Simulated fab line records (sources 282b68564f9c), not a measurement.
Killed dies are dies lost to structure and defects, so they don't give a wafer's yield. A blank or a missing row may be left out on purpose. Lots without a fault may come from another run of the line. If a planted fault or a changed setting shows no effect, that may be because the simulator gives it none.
Struck lot and sound lot, side by side	flow rit-cmos	26 out of 202 route steps
Sound: the wafers L208.1, L208.2, L208.5. Wafers struck: L212.3, L212.4, L212.6. At the end, the cause is stated.
Per side, at each step with rows, come the tool, then ch with its chambers, and then its first start. Under that, the readings that differ: sound wafers	struck wafers	difference of the means	sigmas: that difference in standard deviations of wafers without a fault.
alike: same words and numbers on both sides, and readings whose means sit less than 2 such deviations apart. not compared: any withheld reading, any reading some wafer has no value for, any bound like >300 that may hide the same value, and any number with overlapping values for which the record gives no deviation.
A row with sigmas, a row that says differs or no value, or rows on one side alone: a step with any of these is where the two part. Numbers that don't overlap but have no deviation are shown without sigmas and don't part them. A reading that every wafer of one side lacks parts them only if that side has two wafers or more.

first, 4 steps without rows for these wafers: RIT_CONTACT_SOFTBAKE_04 (time 60 s); RIT_CONTACT_EXPOSE_05 (exposes mask M11, target cd 1000 nm); RIT_CONTACT_PEB_06; RIT_CONTACT_DEVELOP_07 (develop time 123.9 s).
RIT_CONTACT_CD_MEAS_08: the cd target is 1000 nm.
  sound on cd-sem-02, day 4 05:41; struck on cd-sem-01, day 5 01:11
  alike: cd-nm
RIT_CONTACT_OVL_MEAS_09:
  sound on overlay-02, day 4 05:48; struck on overlay-01, day 5 01:16
  alike: CONTACT_OVL
then, 1 step without rows for these wafers: RIT_CONTACT_HARDBAKE_10 (time 60 s).
RIT_CONTACT_ETCH_11: etches SiO2 in CHF3/CF4/Ar, stops on TiSi2, target depth 480 nm, time 320 s.
  sound on rie-diel-02 ch 0,1,3, day 4 05:59; struck on rie-diel-01 ch 0,2,3, day 5 01:27
  alike: drypump-motor-current-A, mfc-ar-sccm, oes-product-au, rf-fwd-power-W, throttle-valve-pct
  not compared: rf-hours-counter-h
RIT_CONTACT_STRIP_12: strips in O2, time 180 s.
  sound on plasma-asher-04 ch 0,1, day 4 06:11; struck on plasma-asher-01 ch 0,1, day 5 01:42
  alike: drypump-motor-current-A
  not compared: rf-hours-counter-h
RIT_CONTACT_CD_MEAS_90: the cd target is 1000 nm.
  sound on cd-sem-02, day 4 06:22; struck on cd-sem-02, day 5 01:53
  alike: cd-nm
then, 2 steps without rows for these wafers: RIT_CONTACT_CLEAN_13 (cleans in SC1, time 600 s); RIT_CONTACT_CLEAN_14 (cleans in SC2, time 600 s).
RIT_M1_SPUTTER_00: material Al, target thk 400 nm, time 500 s.
  sound on pvd-sputter-03, day 4 06:52; struck on pvd-sputter-04, day 5 02:20
reading	sound	struck	difference	sigmas
throttle-valve-pct (%)	30.7 30.8 30.9	29.8 29.2 29.1	-1.4	-2
model.Al_of_M1_SPUTTER_00.thk-nm (nm)	403.3 400.6 403.6	290.6 294 291.7	-110.4	
RIT_M1_RS_MEAS_01: uses a four-point probe to measure.
  sound on film-metro-01, day 4 07:10; struck on film-metro-01, day 5 02:57
reading	sound	struck	difference	sigmas
M1_AL_RS (ohm/sq)	0.0730 0.0733 0.0729	0.1021 0.1011 0.1017	+0.0286	+38
  not compared: hold
RIT_M1_THK_MEAS_02: measures by xrf.
  sound on film-metro-01, day 4 07:17; struck on film-metro-01, day 5 07:39
reading	sound	struck	difference	sigmas
M1_AL_THK (nm)	398 400 400	289 291 291	-109	-22
  not compared: hold
then, 5 steps without rows for these wafers: RIT_M1_COAT_04 (resist thk 1300 nm); RIT_M1_SOFTBAKE_05 (time 60 s); RIT_M1_EXPOSE_06 (exposes mask M12, target cd 2600 nm); RIT_M1_PEB_07; RIT_M1_DEVELOP_08 (develop time 68 s).
RIT_M1_CD_MEAS_09: the cd target is 2600 nm.
  sound on cd-sem-01, day 4 08:13; struck on cd-sem-02, day 5 12:36
  alike: cd-nm
RIT_M1_OVL_MEAS_10:
  sound on overlay-01, day 4 08:20; struck on overlay-01, day 5 12:41
  alike: M1_OVL
then, 1 step without rows for these wafers: RIT_M1_HARDBAKE_11 (time 120 s).
RIT_M1_METAL_ETCH_12: etches Al in Cl2/BCl3, stops on SiO2, time 165 s, target depth 600 nm.
  sound on rie-metal-03 ch 0,1, day 4 08:37; struck on rie-metal-04 ch 0,1, day 5 13:01
reading	sound	struck	difference	sigmas
oes-product-au (a.u.)	0.775 0.781 0.772	0.645 0.637 0.632	-0.138	-12
  alike: drypump-motor-current-A, rf-fwd-power-W, throttle-valve-pct
  not compared: rf-hours-counter-h
then, 1 step without rows for these wafers: RIT_M1_STRIP_13 (strips in nmp, time 600 s).
RIT_M1_PROBE_99:
  sound on prober-01, day 4 11:26; struck on prober-01, day 5 18:20
reading	sound	struck	difference	sigmas
hold	- - -	await-dispo/2.6h/release await-dispo/2.6h/release await-dispo/2.6h/release	no value on the sound wafers	
sort_bin_3_pad_short (%)	0 0 0	1.1 0 0.4	+0.5	+2
  alike: defect-limited-yield, killed-at-contacts, killed-at-front-end, killed-dies, killed-open, killed-short, sort_bin_5_function, sort_bin_6_memory, sort-n-pass, sort-yield-pct

## WHERE THEY PART
First at RIT_M1_SPUTTER_00; last, within this record, at RIT_M1_PROBE_99.

WHY: whatever the simulator had introduced
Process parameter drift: pvd-sputter-04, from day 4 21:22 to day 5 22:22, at RIT_M1_SPUTTER_00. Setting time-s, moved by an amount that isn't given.
